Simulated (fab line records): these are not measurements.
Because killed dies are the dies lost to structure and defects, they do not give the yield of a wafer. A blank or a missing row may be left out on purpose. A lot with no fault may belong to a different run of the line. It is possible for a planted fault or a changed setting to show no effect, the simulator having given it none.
2 desks looking at one fault || flow berkeley cmos170 || what lay behind the numbers comes last; until then each desk has only its own

## THE METROLOGY DESK
What the gauges read for every lot (on any tool): the sampled wafers with a number, averaged. Any lot whose mean is over 4 standard deviations away from the usual mean is out of limits and marked OUT; that distance is given in the brackets.
Columns: A = GATE_POLY_THK at UCB170_GATE_THK_MEAS_05, usual 213.7 nm; B = cd nm at UCB170_GATE_CD_MEAS_12, usual 350.5 nm; C = GATE_OVL at UCB170_GATE_OVL_MEAS_13, usual 7 nm
{"lot": "L929", "first seen here": "day 7 20:30", "A": 211.7, "B": 350.5, "C": 4}
{"lot": "L932", "first seen here": "day 8 12:47", "A": 211.9, "B": 352.6, "C": 11}
{"lot": "L935", "first seen here": "day 9 08:49", "A": 209.8, "B": 351.9, "C": 12}
{"lot": "L936", "first seen here": "day 9 22:02", "A": 216.2, "B": 350.8, "C": 12}
{"lot": "L938", "first seen here": "day 9 22:04", "A": 212.5, "B": 350.0, "C": 7}
{"lot": "L941", "first seen here": "day 10 21:41", "A": 215.1, "B": 352.6, "C": 5}
{"lot": "L946", "first seen here": "day 12 10:13", "A": 213.8, "B": 350.3, "C": -4}
Finding of this desk: none of the 7 lots has anything out of limits.

## TOOL OWNER'S DESK, rie si-02
The tool's own readings at UCB170_GATE_ETCH_15 (etches poly-Si in HBr/Cl2, stops on SiO2, time 56.3 s, target depth 278.2 nm): means of the sampled wafers that have a number, for each lot that ran on this tool. Any lot whose mean is over 4 standard deviations away from the usual mean is out of limits and marked OUT; that distance is given in the brackets.
Columns: A = drypump motor current A at UCB170_GATE_ETCH_15, usual 5.9 A; B = oes product au at UCB170_GATE_ETCH_15, usual 0.836 a.u.; C = rf fwd power W at UCB170_GATE_ETCH_15, usual 296.6 W; D = throttle valve pct at UCB170_GATE_ETCH_15, usual 26.34 %
{"lot": "L929", "first seen here": "day 7 22:12", "A": 6.0, "B": 0.848, "C": 296.2, "D": 26.52}
{"lot": "L932", "first seen here": "day 8 14:09", "A": 5.8, "B": 0.836, "C": "249.6 (-43) OUT", "D": 26.30}
{"lot": "L935", "first seen here": "day 9 10:31", "A": 5.8, "B": 0.831, "C": "247.3 (-45) OUT", "D": 26.50}
{"lot": "L936", "first seen here": "day 9 23:08", "A": 5.9, "B": 0.845, "C": "248.6 (-44) OUT", "D": 26.42}
Finding of this desk: L932, L935, L936 out of limits; the first was L932 at day 8 14:09, on rf fwd power W at UCB170_GATE_ETCH_15. L929: within limits.

## ALL TOGETHER
An alarm could have come from the tool owner's desk at day 8 14:09, on L932, L935, L936.
Nothing out of limits was seen by the metrology desk.
The metrology desk holds a record of L932, L935, L936, inside its limits.
The lots listed all ran UCB170_GATE_ETCH_15 on rie si-02.

## WHAT THE SIMULATOR HAD INSERTED
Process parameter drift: rie si-02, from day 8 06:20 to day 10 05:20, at UCB170_GATE_ETCH_15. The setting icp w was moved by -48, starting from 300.
Shown lots that were struck: L932, L935, L936.
Each desk's first reading out of limits, in hours after the fault started: the tool owner's desk, 8.
